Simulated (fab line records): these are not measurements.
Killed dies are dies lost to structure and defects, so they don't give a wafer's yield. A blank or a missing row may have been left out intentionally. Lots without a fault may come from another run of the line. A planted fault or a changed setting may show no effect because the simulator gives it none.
A single fault, viewed from 2 desks -- flow berkeley cmos170 -- what lay behind the numbers comes last; until then each desk has only its own

## THE METROLOGY DESK
Means of the sampled wafers that have a number, per lot and without regard to the tool the lot ran on: this is what the gauges read. Any lot whose mean is over 4 standard deviations away from the usual mean is out of limits and marked OUT; that distance is given in the brackets.
Columns: A = PVT_OVL at UCB170_PVT_OVL_MEAS_06, usual 1 nm; B = GATE_OXIDE_THK at UCB170_GATE_THK_MEAS_02, usual 6.61 nm; C = PLDD_TW at UCB170_PLDD_TW_MEAS_11, usual 1012
lot,first seen here,A,B,C
L511,day 6 06:54,2,6.43,1013
L515,day 6 23:38,-2,6.52,1013
L512,day 7 00:22,3,6.71,1010
L517,day 7 13:09,4,6.79,1011
L518,day 7 19:01,6,6.64,1013
L520,day 8 13:17,6,6.65,1018
L523,day 8 20:06,-2,6.60,1014
L522,day 8 20:23,-3,6.81,1018
L524,day 8 20:31,-2,6.64,1013
L527,day 9 18:58,-6,6.70,1012
L529,day 10 00:06,-11,6.41,1012
L534,day 11 03:52,0,6.66,1014
L532,day 11 03:58,5,6.63,1006
L533,day 11 04:10,4,6.55,1017
This desk's verdict: no lot among the 14 shows anything out of limits.

## THE TOOL OWNER'S DESK: wet bench-02
The tool's own readings at UCB170_GATE_CLEAN_17 (cleans in SPM, time 600 s): means of the sampled wafers that have a number, for each lot that ran on this tool. Any lot whose mean is over 4 standard deviations away from the usual mean is out of limits and marked OUT; that distance is given in the brackets.
Columns: A = bath guard temp C at UCB170_GATE_CLEAN_17, usual 120.1 C; B = bath heat duty pct at UCB170_GATE_CLEAN_17, usual 13.9 %
lot,first seen here,A,B
L511,day 6 22:58,120.5,11.3
L520,day 9 06:51,119.7,13.1
L532,day 11 17:23,119.8,12.9
This desk's verdict: no lot among the 3 shows anything out of limits.

## ALL TOGETHER
The metrology desk saw nothing out of limits.
The tool owner's desk saw nothing out of limits.

## WHAT WAS PUT IN BY THE SIMULATOR
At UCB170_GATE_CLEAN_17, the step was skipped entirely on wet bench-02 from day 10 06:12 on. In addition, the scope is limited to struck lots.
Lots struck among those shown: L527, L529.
